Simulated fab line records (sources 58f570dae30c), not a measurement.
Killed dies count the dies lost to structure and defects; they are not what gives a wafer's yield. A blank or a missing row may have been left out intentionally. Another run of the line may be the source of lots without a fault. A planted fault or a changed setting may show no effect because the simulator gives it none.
Which tool did it?    flow berkeley-cmos170    7 lots, 21 wafers sampled, at 1 step of a route of 331

## WHAT THE GAUGES READ, wafer by wafer
UCB170_NSD_CD_MEAS_06: target cd 1200 nm.
lot   measured      on         cd-nm (nm)
L679  day 8 02:52   cd-sem-02  1200.1 1200.0 1202.1
L680  day 8 10:25   cd-sem-01  1197.8 1198.3 1197.2
L684  day 9 19:43   cd-sem-02  1201.3 1200.3 1200.2
L692  day 11 01:04  cd-sem-01  1203.5 1203.0 1202.5
L695  day 11 12:56  cd-sem-01  1199.4 1198.4 1197.5
L699  day 13 03:08  cd-sem-02  1199.4 1199.9 1199.7
L701  day 13 10:34  cd-sem-02  1201.1 1200.8 1199.6

## EACH LOT AND THE TOOL THAT RAN IT (in order: tool; ch and the chambers of the sampled wafers; start)
The record shows no process step preceding these readings.

## THE ANSWER, worked out from the rows above alone
Rule: usual is defined by the lots themselves. Put in order of their means at a reading, lots are off if they are a third of the lots or fewer, leave a main group of 4 or more, and stand apart from it by a gap of 3 or more times the standard deviation of the main group's means; of several such gaps the widest counts. If all means in a main group match to the digits the tables above print for the reading, that group is not used. A lot without any number at a reading at which 4 lots or more have one is off too. Where the step has rows for the other lots, those lots are counted as sound.
Across all readings shown, no lot is off: no conclusion can be drawn from this.

## WHAT THE SIMULATOR PUT IN
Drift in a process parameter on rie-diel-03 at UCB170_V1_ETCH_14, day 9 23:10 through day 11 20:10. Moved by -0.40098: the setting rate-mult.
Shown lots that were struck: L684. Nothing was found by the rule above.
